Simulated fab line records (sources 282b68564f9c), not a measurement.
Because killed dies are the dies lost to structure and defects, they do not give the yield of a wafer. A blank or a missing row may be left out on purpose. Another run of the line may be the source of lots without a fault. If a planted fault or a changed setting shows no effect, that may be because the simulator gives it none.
Which tool is to blame? | flow ritCmos | Sampling: 13 lots, 39 wafers, 2 of 202 route steps

## WHAT THE GAUGES READ, wafer by wafer
RIT_GATE_CD_MEAS_16 targets a cd of 150 nm. Usual: cdNm at 149.2 nm, with a standard deviation of 2.3.
lot  | measured    | on       | cdNm (nm)         | flag
L684 | day 2 18:25 | cdSem-02 | 152.0 149.4 150.1 | 
L685 | day 2 22:17 | cdSem-02 | 151.3 151.3 149.3 | 
L686 | day 3 03:49 | cdSem-01 | 144.0 147.1 145.2 | 
L687 | day 3 08:02 | cdSem-02 | 148.3 148.0 144.7 | 
L688 | day 3 13:05 | cdSem-02 | 148.2 148.9 148.7 | 
L689 | day 3 19:43 | cdSem-02 | 148.8 146.1 147.0 | 
L690 | day 3 22:26 | cdSem-02 | 127.5 129.7 127.8 | OFF
L699 | day 5 21:14 | cdSem-02 | 147.9 146.3 148.7 | 
L700 | day 6 03:23 | cdSem-02 | 148.7 146.4 148.8 | 
L701 | day 6 07:29 | cdSem-02 | 150.2 148.3 149.5 | 
L704 | day 6 22:23 | cdSem-02 | 151.3 150.2 150.9 | 
L705 | day 7 02:53 | cdSem-02 | 149.1 151.2 150.4 | 
L706 | day 7 12:09 | cdSem-02 | 148.9 149.2 148.6 | 

## WHICH TOOL RAN EACH LOT (tool, then ch and the chambers of the sampled wafers, then the start)
lot  | RIT_GATE_EXPOSE_13
L684 | ilineStepper-02 ch 0, day 2 18:01
L685 | ilineStepper-02 ch 0, day 2 21:53
L686 | ilineStepper-01 ch 0, day 3 03:25
L687 | ilineStepper-02 ch 0, day 3 07:38
L688 | ilineStepper-02 ch 0, day 3 12:41
L689 | ilineStepper-01 ch 0, day 3 19:18
L690 | ilineStepper-01 ch 0, day 3 22:02
L699 | ilineStepper-01 ch 0, day 5 20:40
L700 | ilineStepper-02 ch 0, day 6 02:59
L701 | ilineStepper-02 ch 0, day 6 07:04
L704 | ilineStepper-01 ch 0, day 6 21:58
L705 | ilineStepper-01 ch 0, day 7 02:29
L706 | ilineStepper-01 ch 0, day 7 11:45
- RIT_GATE_EXPOSE_13: exposes mask M6, target cd 150 nm.

## WHAT THE TOOLS THEMSELVES READ (means of the sampled wafers that have a number; where no wafer has one, the mark that the record gives instead)
RIT_GATE_EXPOSE_13. Usual: exposureDoseMJCm2 at 380.0, with a standard deviation of 0.41.
lot  | tool            | exposureDoseMJCm2 | flag
L684 | ilineStepper-02 | 380.2             | 
L685 | ilineStepper-02 | 380.4             | 
L686 | ilineStepper-01 | 380.3             | 
L687 | ilineStepper-02 | 380.0             | 
L688 | ilineStepper-02 | 380.1             | 
L689 | ilineStepper-01 | 380.7             | 
L690 | ilineStepper-01 | 380.4             | 
L699 | ilineStepper-01 | 380.2             | 
L700 | ilineStepper-02 | 379.8             | 
L701 | ilineStepper-02 | 379.5             | 
L704 | ilineStepper-01 | 379.9             | 
L705 | ilineStepper-01 | 379.9             | 
L706 | ilineStepper-01 | 380.1             | 

## THE ANSWER, worked out from the rows above alone
Rule: lot off if the mean of its wafers having a number is beyond 3 standard deviations from the usual mean. Also off: a lot with no number at a reading for which 4 or more lots have one. Any other lot the step has rows for is counted as sound. After the gauges, taken in route order, come the tools' own readings; for these a lot's mean is taken, as printed above. At the first step where some lot is off, the reading lying furthest off is the one used; lots without a number count as furthest.
Off, at RIT_GATE_CD_MEAS_16 on cdNm: L690.
If a tool, at a process step before that reading, ran all the lots that are off and no sound lot after the first of them, it fits. The gauges at RIT_GATE_CD_MEAS_16 are tried like those tools. No candidate that was tried fits.

## WHAT THE SIMULATOR PUT IN
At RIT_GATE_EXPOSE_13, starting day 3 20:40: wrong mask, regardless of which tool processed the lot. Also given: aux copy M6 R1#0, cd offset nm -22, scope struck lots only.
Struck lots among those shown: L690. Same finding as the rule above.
